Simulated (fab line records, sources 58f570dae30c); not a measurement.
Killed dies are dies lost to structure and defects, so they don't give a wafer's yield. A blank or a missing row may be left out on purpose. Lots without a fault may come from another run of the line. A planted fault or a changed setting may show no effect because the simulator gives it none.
Tool commonality check | flow berkeley_cmos170 | 13 lots, 45 wafers sampled

WHY IT WAS OPENED
At UCB170_PWELL_THK_MEAS_06 the reading PWELL_NITRIDE_THK is flagged on 2 of 13 lots. Wafers without a fault read 219.5 nm, standard deviation 2.
Rule: a lot is flagged when every wafer of it that has a number lies more than 4 standard deviations from that mean, or none has a number. The other lots count as sound.

lot  | measured    | on            | PWELL_NITRIDE_THK (nm), wafer by wafer | flag
L250 | day 2 22:33 | film_metro-03 | 221.0 217.9 219.4                      |
L251 | day 2 22:34 | film_metro-01 | 218.0 220.1 219.4                      |
L252 | day 3 06:30 | film_metro-03 | 221.0 221.8 220.7                      |
L253 | day 3 12:07 | film_metro-01 | 221.2 223.8 225.0                      |
L255 | day 3 19:00 | film_metro-03 | 220.0 218.6 220.1                      |
L254 | day 3 19:01 | film_metro-01 | 221.2 221.8 222.5                      |
L263 | day 5 17:20 | film_metro-04 | 188.9 188.3 188.3 188.9 188.2 188.4    | FLAGGED
L264 | day 5 17:20 | film_metro-03 | 188.2 188.4 187.9 188.5 188.4 187.5    | FLAGGED
L266 | day 6 06:47 | film_metro-01 | 222.1 220.9 219.8                      |
L267 | day 6 06:48 | film_metro-03 | 219.4 218.2 218.5                      |
L268 | day 6 19:09 | film_metro-01 | 218.1 218.6 218.3                      |
L269 | day 6 23:12 | film_metro-03 | 222.0 220.1 219.4                      |
L270 | day 6 23:12 | film_metro-04 | 216.7 217.6 218.2                      |
The numbers of the flagged lots are 188.3 nm on average: -31.2 nm against the usual, or -16 standard deviations.

WHICH TOOL RAN EACH LOT
The record holds 1 process step before the reading, out of a route of 331 steps. In each cell: the tool, then ch and the chambers that the sampled wafers went through, then the start.
lot  | flag    | UCB170_PWELL_CVD_05
L250 |         | lpcvd-01 ch 1, day 2 20:38
L251 |         | lpcvd-01 ch 1, day 2 20:38
L252 |         | lpcvd-01 ch 0, day 3 04:35
L253 |         | lpcvd-01 ch 1, day 3 10:10
L255 |         | lpcvd-01 ch 0, day 3 17:05
L254 |         | lpcvd-01 ch 0, day 3 17:05
L263 | FLAGGED | lpcvd-01 ch 1, day 5 15:24
L264 | FLAGGED | lpcvd-01 ch 1, day 5 15:24
L266 |         | lpcvd-02 ch 0, day 6 04:52
L267 |         | lpcvd-02 ch 1, day 6 04:52
L268 |         | lpcvd-02 ch 1, day 6 17:13
L269 |         | lpcvd-02 ch 1, day 6 21:17
L270 |         | lpcvd-02 ch 0, day 6 21:17
What these steps do:
- UCB170_PWELL_CVD_05: deposits Si3N4 from SiH2Cl2/NH3, target thk 220 nm, time 3300 s.
- UCB170_PWELL_THK_MEAS_06

FLAGGED OVER TOTAL, TOOL BY TOOL (the gauges that took the reading come last)
step                     | tool          | lots run | flagged | share of the flagged lots | sound lots run after its first flagged lot
UCB170_PWELL_CVD_05      | lpcvd-01      | 8        | 2       | all                       | 0
UCB170_PWELL_CVD_05      | lpcvd-02      | 5        | 0       | none                      | -
UCB170_PWELL_THK_MEAS_06 | film_metro-01 | 5        | 0       | none                      | -
UCB170_PWELL_THK_MEAS_06 | film_metro-03 | 6        | 1       | some                      | 2 (L267,L269)
UCB170_PWELL_THK_MEAS_06 | film_metro-04 | 2        | 1       | some                      | 1 (L270)

WHAT THE TABLE ALLOWS
1 row of the table ran every flagged lot: lpcvd-01 at UCB170_PWELL_CVD_05.
- lpcvd-01 at UCB170_PWELL_CVD_05: 2 of its 8 lots flagged. Its last sound lot is L254 (day 3 17:05), its first flagged lot L263 (day 5 15:24): a fault that began between those two fits. Its own readings lie more than 4 standard deviations out on every wafer of the flagged lots: nh3_flow_sccm.
One tool is left: lpcvd-01 at UCB170_PWELL_CVD_05.

WHAT THE SIMULATOR HAD PUT IN
Process parameter drift: lpcvd-01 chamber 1, from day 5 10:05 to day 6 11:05, at UCB170_PWELL_CVD_05. Setting nh3_flow_sccm, moved by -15, from 75. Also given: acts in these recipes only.
Lots struck among those shown: L263, L264. The rule above found the same.
